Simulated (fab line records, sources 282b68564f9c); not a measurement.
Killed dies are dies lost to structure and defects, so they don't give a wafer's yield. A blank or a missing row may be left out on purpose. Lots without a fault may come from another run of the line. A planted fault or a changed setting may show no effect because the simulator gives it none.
A struck lot beside a sound one | flow rit_cmos | 15 steps out of a route of 202
Sound: wafers L976.3, L976.5, L976.6. Struck: wafers L967.1, L967.5, L967.6. The cause comes at the end.
At each step with rows: each side's tool, then ch and its chambers, then its first start. Under that, the readings that differ: sound wafers | struck wafers | difference of the means | sigmas: that difference in standard deviations of wafers without a fault.
alike: readings whose means differ by less than 2 such deviations, and words and numbers that are the same on both sides. not compared: withheld readings, readings that some wafer has no value for, bounds like >300 that may hide the same value, and numbers for which the record gives no deviation and whose values overlap.
The two part at a step that has a row with sigmas, a row that says differs or no value, or rows on one side only. Numbers that don't overlap but have no deviation are shown without sigmas and don't part them. A reading that every wafer of one side lacks parts them only if that side has two wafers or more.

RIT_NSD_TW_MEAS_10:
  sound on film_metro-04, day 7 01:53; struck on film_metro-01, day 4 22:20
  alike: NSD_TW
then, 6 steps without rows for these wafers: RIT_PSD_HMDS_00 (prime time 60 s); RIT_PSD_COAT_01 (resist thk 1000 nm); RIT_PSD_SOFTBAKE_02 (time 60 s); RIT_PSD_EXPOSE_03 (exposes mask M10, target cd 40900 nm); RIT_PSD_PEB_04; RIT_PSD_DEVELOP_05 (develop time 50 s).
RIT_PSD_OVL_MEAS_06:
  sound on overlay-02, day 7 02:55; struck on overlay-01, day 4 23:26
  alike: PSD_OVL
then, 2 steps without rows for these wafers: RIT_PSD_HARDBAKE_07 (time 60 s); RIT_PSD_IMPLANT_08.
RIT_PSD_STRIP_09: strips in O2, time 180 s.
  sound on plasma_asher-01 ch 0,1, day 7 03:18; struck on plasma_asher-01 ch 0,1, day 4 23:46
  alike: drypump_motor_current_A
  not compared: rf_hours_counter_h
RIT_PSD_TW_MEAS_10:
  sound on film_metro-02, day 7 03:26; struck on film_metro-04, day 4 23:57
  reading | sound          | struck         | difference | sigmas
  PSD_TW  | 3501 3463 3481 | 3407 3411 3412 | -72        | -2
RIT_SDANNEAL_CLEAN_00: cleans in SC1, time 600 s.
  sound on wet_bench-04 ch 2, day 7 03:28; struck on wet_bench-03 ch 1, day 5 00:01
  no value came back on the struck wafers for bath_guard_temp_C (C), bath_heat_duty_pct (%); on the sound wafers bath_guard_temp_C (C) reads 74.6 74.3 74.7
then, 1 step without rows for these wafers: RIT_SDANNEAL_CLEAN_01 (cleans in dHF, time 30 s).
RIT_M1_PROBE_99:
  sound on prober-01, day 7 11:40; struck on prober-02, day 5 07:55
  alike: killed_at_contacts, killed_at_front_end, killed_dies, killed_open, killed_short

WHERE THEY PART
First at RIT_PSD_TW_MEAS_10; last, within this record, at RIT_SDANNEAL_CLEAN_00. Later steps at which nothing parts them and some readings are alike: RIT_M1_PROBE_99.

WHY: what the simulator had put in
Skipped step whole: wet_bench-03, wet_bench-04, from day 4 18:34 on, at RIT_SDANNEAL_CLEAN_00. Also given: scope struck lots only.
